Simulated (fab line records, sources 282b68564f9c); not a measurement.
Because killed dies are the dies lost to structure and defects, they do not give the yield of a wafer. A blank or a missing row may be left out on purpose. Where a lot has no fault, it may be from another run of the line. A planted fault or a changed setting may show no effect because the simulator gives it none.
A struck lot beside a sound one | flow ritCmos | 28 steps out of a route of 202
Sound: wafers L890.3, L890.4, L890.5. The struck wafers were L889.1, L889.4, L889.6. The cause is named last.
Order at every step that has rows: each side's tool, ch and its chambers, its first start. Under that, the readings that differ: sound wafers | struck wafers | difference of the means | sigmas: that difference in standard deviations of wafers without a fault.
alike: words and numbers the same on both sides, and readings whose means are apart by under 2 such deviations; not compared: readings that were withheld, readings missing a value for some wafer, numbers with overlapping values and no deviation given by the record, and bounds like >300 which may hide the same value.
Wherever a step has rows on one side only, a row that says differs or no value, or a row with sigmas, the two part there. Numbers that have no deviation but don't overlap get no sigmas and don't part them. Lack of a reading on every wafer of one side parts them only where that side has two or more wafers.

RIT_ACTIVE_BOW_MEAS_00:
  struck on filmMetro-02, day 3 12:00; sound on filmMetro-04, day 3 17:02
  alike: INCOMING_BOW
RIT_ACTIVE_OXIDATION_01: target thk 46.8 nm, ox time 3360 s.
  sound on furnace-03 ch 0, day 3 17:07; struck on furnace-02 ch 0, day 3 12:12
reading                                      | sound             | struck          | difference | sigmas
oxTimeS (s)                                  | 3360 3360 3360    | 1512 1512 1512  | -1848      | 
model.SiO2_of_ACTIVE_OXIDATION_01.thkNm (nm) | 47.34 47.27 46.82 | 29.45 30.5 30.1 | -17.13     | 
  alike: oxTempCMax, zonePowerCentrePct
RIT_ACTIVE_THK_MEAS_02:
  struck on filmMetro-01, day 3 14:08; sound on filmMetro-02, day 3 19:04
reading               | sound          | struck         | difference | sigmas
ACTIVE_OXIDE_THK (nm) | 47.3 47.3 46.8 | 29.5 30.5 30.0 | -17.1      | -22
then, 1 step without rows for these wafers: RIT_ACTIVE_CVD_03 (deposits Si3N4 from SiH2Cl2/NH3, target thk 150 nm, time 1500 s).
RIT_ACTIVE_THK_MEAS_04:
  struck on filmMetro-02, day 3 15:37; sound on filmMetro-01, day 3 21:20
  alike: ACTIVE_NITRIDE_THK
then, 6 steps without rows for these wafers: RIT_ACTIVE_HMDS_05 (prime time 60 s); RIT_ACTIVE_COAT_06 (resist thk 1000 nm); RIT_ACTIVE_SOFTBAKE_07 (time 60 s); RIT_ACTIVE_EXPOSE_08 (exposes mask M1, target cd 1400 nm); RIT_ACTIVE_PEB_09; RIT_ACTIVE_DEVELOP_10 (develop time 50 s).
RIT_ACTIVE_CD_MEAS_11: target cd 1400 nm.
  struck on cdSem-02, day 3 16:31; sound on cdSem-02, day 3 22:17
  alike: cdNm
then, 1 step without rows for these wafers: RIT_ACTIVE_HARDBAKE_12 (time 60 s).
RIT_ACTIVE_ETCH_13: etches Si3N4 in SF6, stops on SiO2, time 210 s, target depth 210 nm.
  sound on rieDiel-01 ch 0,3, day 3 22:31; struck on rieDiel-03 ch 0,1, day 3 16:47
  alike: SF6_flow_sccm, drypumpMotorCurrentA, oesProductAu, throttleValvePct
  not compared: rfHoursCounterH
RIT_ACTIVE_STRIP_14: strips in O2, time 180 s.
  sound on plasmaAsher-02 ch 0,1, day 3 22:43; struck on plasmaAsher-02 ch 0,1, day 3 16:55
  alike: drypumpMotorCurrentA
  not compared: rfHoursCounterH
RIT_ACTIVE_CD_MEAS_90: target cd 1400 nm.
  struck on cdSem-01, day 3 17:06; sound on cdSem-01, day 3 22:52
  alike: cdNm
then, 4 steps without rows for these wafers: RIT_ACTIVE_CLEAN_15 (cleans in SC1, time 600 s); RIT_ACTIVE_CLEAN_16 (cleans in dHF, time 30 s); RIT_ACTIVE_CLEAN_17 (cleans in SC2, time 600 s); RIT_FOX1_OXIDATION_00 (target thk 350.7 nm, ox time 1130 s).
RIT_FOX1_THK_MEAS_01:
  struck on filmMetro-03, day 3 18:54; sound on filmMetro-04, day 4 03:56
  alike: FOX1_OXIDE_THK
then, 2 steps without rows for these wafers: RIT_FOX1_WET_ETCH_02 (etches SiO2 in BOE, target depth 350 nm, time 390 s); RIT_FOX2_OXIDATION_00 (target thk 350.7 nm, ox time 1130 s).
RIT_FOX2_THK_MEAS_01:
  struck on filmMetro-03, day 3 20:23; sound on filmMetro-02, day 4 06:23
  alike: FOX2_OXIDE_THK
then, 1 step without rows for these wafers: RIT_FOX2_CLEAN_02 (cleans in dHF, time 180 s).
RIT_FOX2_WET_ETCH_03: etches Si3N4 in H3PO4, target depth 195 nm, time 2700 s.
  sound on wetBench-03 ch 2, day 4 06:29; struck on wetBench-01 ch 0, day 3 20:30
reading                                      | sound             | struck           | difference | sigmas
model.SiO2_of_ACTIVE_OXIDATION_01.thkNm (nm) | 41.99 39.74 39.33 | 26.11 26.71 26.7 | -13.85     | 
  alike: bathHeatDutyPct
RIT_FOX2_THK_MEAS_90:
  struck on filmMetro-03, day 3 21:20; sound on filmMetro-02, day 4 07:16
  alike: FIELD_OXIDE_LEFT_1_THK
RIT_M1_PROBE_99:
  struck on prober-02, day 5 11:48; sound on prober-01, day 5 22:46
reading                           | sound             | struck            | difference | sigmas
model.etest.pldd.widthNm (nm)     | 3186 3184 3200    | 3322 3332 3325    | +136       | 
model.etest.nldd.widthNm (nm)     | 3174 3171 3186    | 3329 3311 3312    | +140       | 
model.etest.nplusSal.widthNm (nm) | 3463 3465 3461    | 3545 3560 3540    | +85        | 
model.etest.pplusSal.widthNm (nm) | 3448 3463 3474    | 3527 3551 3540    | +78        | 
model.etest.nmos_0p3.rOnOhmUm     | 2191 2222 2241    | 2121 2141 2106    | -95        | 
model.etest.nmosNarrow.driveUaUm  | 226.6 223.1 225.3 | 257.3 260.8 255.5 | +32.9      | 
model.etest.pmosNarrow.driveUaUm  | 100.1 98.48 99.04 | 116.1 118.1 116.9 | +17.8      | 
model.etest.nmos_0p3.driveUaUm    | 224 222.9 220.3   | 227.4 232 226.9   | +6.4       | 
  alike: killedAtContacts, killedAtFrontEnd, killedDies, killedOpen, killedShort

== WHERE THEY PART ==
Only at RIT_ACTIVE_THK_MEAS_02, as far as this record shows. Later steps at which nothing parts them and some readings are alike: RIT_ACTIVE_THK_MEAS_04, RIT_ACTIVE_CD_MEAS_11, RIT_ACTIVE_ETCH_13, RIT_ACTIVE_STRIP_14, RIT_ACTIVE_CD_MEAS_90, RIT_FOX1_THK_MEAS_01, RIT_FOX2_THK_MEAS_01, RIT_FOX2_WET_ETCH_03, RIT_FOX2_THK_MEAS_90, RIT_M1_PROBE_99.

WHY: the cause the simulator had injected
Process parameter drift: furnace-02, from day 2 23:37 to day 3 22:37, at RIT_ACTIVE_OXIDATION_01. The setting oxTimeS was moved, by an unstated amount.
